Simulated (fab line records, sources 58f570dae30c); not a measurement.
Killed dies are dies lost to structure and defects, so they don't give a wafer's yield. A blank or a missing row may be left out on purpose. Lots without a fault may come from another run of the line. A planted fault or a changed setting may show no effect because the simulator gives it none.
Which tool did it? | flow berkeley_cmos170 | 14 lots, 42 wafers sampled, at 3 steps of a route of 331

WHAT THE GAUGES READ, wafer by wafer
UCB170_SILICIDE_RS_MEAS_02: measures by four-point-probe.
lot  | measured     | on            | SILICIDE_TI_RS (ohm/sq)
L749 | day 8 08:41  | film_metro-03 | 26.1 26.2 26.3
L748 | day 8 10:17  | film_metro-02 | 26.6 26.5 26.7
L751 | day 8 19:04  | film_metro-01 | 26.6 26.3 26.5
L750 | day 8 19:50  | film_metro-01 | 26.4 26.2 26.2
L754 | day 8 21:57  | film_metro-02 | 26.0 26.0 26.2
L760 | day 10 08:08 | film_metro-02 | 26.0 26.0 25.7
L761 | day 10 08:25 | film_metro-03 | 25.4 25.9 25.5
L764 | day 11 08:46 | film_metro-02 | 26.6 26.4 26.7
L767 | day 12 01:01 | film_metro-02 | 25.8 25.5 25.6
L766 | day 12 00:35 | film_metro-01 | 26.2 26.2 26.1
L769 | day 12 13:31 | film_metro-02 | 25.9 26.1 25.9
L771 | day 13 01:18 | film_metro-01 | 26.1 25.9 26.1

UCB170_M2_CD_MEAS_90: target cd 700 nm.
lot  | measured     | on        | cd_nm (nm)
L749 | day 8 23:10  | cd_sem-02 | 697.6 696.2 699.8
L748 | day 9 01:26  | cd_sem-01 | 700.9 700.8 703.8
L751 | day 9 12:43  | cd_sem-02 | 697.8 693.7 700.0
L750 | day 9 17:41  | cd_sem-01 | 702.0 702.6 701.8
L754 | day 9 18:29  | cd_sem-02 | 703.3 699.7 702.4
L760 | day 11 00:31 | cd_sem-02 | 701.7 704.4 703.9
L761 | day 11 00:45 | cd_sem-01 | 700.1 698.1 699.1
L764 | day 12 02:44 | cd_sem-02 | 701.9 698.0 698.2
L767 | day 12 20:30 | cd_sem-01 | 702.7 696.5 700.5
L766 | day 12 14:52 | cd_sem-02 | 700.6 700.8 697.8
L769 | day 13 06:29 | cd_sem-02 | 697.9 699.4 699.1
L771 | day 13 14:56 | cd_sem-01 | 699.9 703.5 702.5

WHICH TOOL RAN EACH LOT (tool, then ch and the chambers of the sampled wafers, then the start)
lot  | UCB170_GATE_ETCH_15
L749 | rie_si-01 ch 0,2,3, day 7 12:27
L748 | rie_si-02 ch 1,3, day 7 12:34
L751 | rie_si-01 ch 0,2, day 7 21:32
L750 | rie_si-01 ch 2,3, day 7 22:03
L754 | rie_si-01 ch 0,1,2, day 8 05:06
L756 | rie_si-02 ch 1,2,3, day 8 20:43
L757 | rie_si-02 ch 0,3, day 8 21:24
L760 | rie_si-01 ch 2,3, day 9 13:53
L761 | rie_si-01 ch 1,2,3, day 9 14:23
L764 | rie_si-01 ch 0,1,2, day 10 13:41
L767 | rie_si-01 ch 1,2,3, day 11 03:56
L766 | rie_si-01 ch 0,2,3, day 11 04:11
L769 | rie_si-01 ch 0,2,3, day 11 19:33
L771 | rie_si-01 ch 0,3, day 12 06:45
- UCB170_GATE_ETCH_15: etches poly-Si in HBr/Cl2, stops on SiO2, time 56.3 s, target depth 278.2 nm.

WHAT THE TOOLS THEMSELVES READ (means of the sampled wafers that have a number; where no wafer has one, the mark that the record gives instead)
UCB170_GATE_ETCH_15.
lot  | tool      | chamber_pressure_mTorr (mTorr) | drypump_motor_current_A (A) | oes_product_au (a.u.) | run_length_s (s) | throttle_valve_pct (%)
L749 | rie_si-01 | 15.001                         | 5.4                         | 0.830                 | 84.0             | 26.47
L748 | rie_si-02 | 15.000                         | 5.9                         | 0.835                 | 85.1             | 26.58
L751 | rie_si-01 | 14.994                         | 5.8                         | 0.820                 | 83.8             | 26.29
L750 | rie_si-01 | 14.999                         | 5.5                         | 0.840                 | 84.1             | 26.41
L754 | rie_si-01 | 15.009                         | 5.8                         | 0.833                 | 84.3             | 26.43
L756 | rie_si-02 | 14.987                         | 6.1                         | 1.001                 | 62.4             | 26.53
L757 | rie_si-02 | 14.995                         | 6.3                         | 1.012                 | 62.4             | 26.30
L760 | rie_si-01 | 15.021                         | 5.5                         | 0.828                 | 84.2             | 26.41
L761 | rie_si-01 | 15.009                         | 5.6                         | 0.840                 | 84.0             | 26.55
L764 | rie_si-01 | 14.994                         | 5.8                         | 0.834                 | 84.0             | 26.43
L767 | rie_si-01 | 14.998                         | 5.6                         | 0.825                 | 84.3             | 26.55
L766 | rie_si-01 | 15.007                         | 5.4                         | 0.828                 | 84.0             | 26.49
L769 | rie_si-01 | 14.993                         | 5.4                         | 0.836                 | 84.1             | 26.49
L771 | rie_si-01 | 15.009                         | 5.1                         | 0.845                 | 84.1             | 26.69

THE ANSWER, worked out from the rows above alone
Rule: what is usual is taken from the lots themselves. Put in order of their means at a reading, lots are off if they are a third of the lots or fewer, leave a main group of 4 or more, and stand apart from it by a gap of 3 or more times the standard deviation of the main group's means; of several such gaps the widest counts. A main group whose means are all the same, to the digits that the tables above print for the reading, isn't used. A lot without any number at a reading at which 4 lots or more have one is off too. The other lots that the step has rows for count as sound. The gauges are gone through in route order, then the tools' own readings, and for those a lot's mean is taken as printed above. The first step at which some lot is off is used, and at that step the reading that is off furthest; a lot without a number counts as furthest.
Off: L756, L757, at UCB170_GATE_ETCH_15 (run_length_s). The main group: mean 84.2 s, standard deviation 0.31.
A tool fits if, at that step or a process step before it, it ran every lot that is off, and no sound lot after the first of them. One fits: rie_si-02 at UCB170_GATE_ETCH_15. Its last sound lot is L748 (day 7 12:34), its first lot that is off L756 (day 8 20:43): a fault that began between those two fits.
The tool's own readings at UCB170_GATE_ETCH_15 bear it out: on the lots that are off they differ by more than 5 times the standard deviation of the sound lots' means. oes_product_au reads 1.006 a.u. there against 0.833 a.u. on the sound lots; run_length_s reads 62.4 s there against 84.2 s on the sound lots.

WHAT THE SIMULATOR HAD PUT IN
Process parameter drift: rie_si-02, from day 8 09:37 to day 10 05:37, at UCB170_GATE_ETCH_15. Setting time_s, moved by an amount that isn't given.
Lots struck among those shown: L756, L757. The rule above found the same.
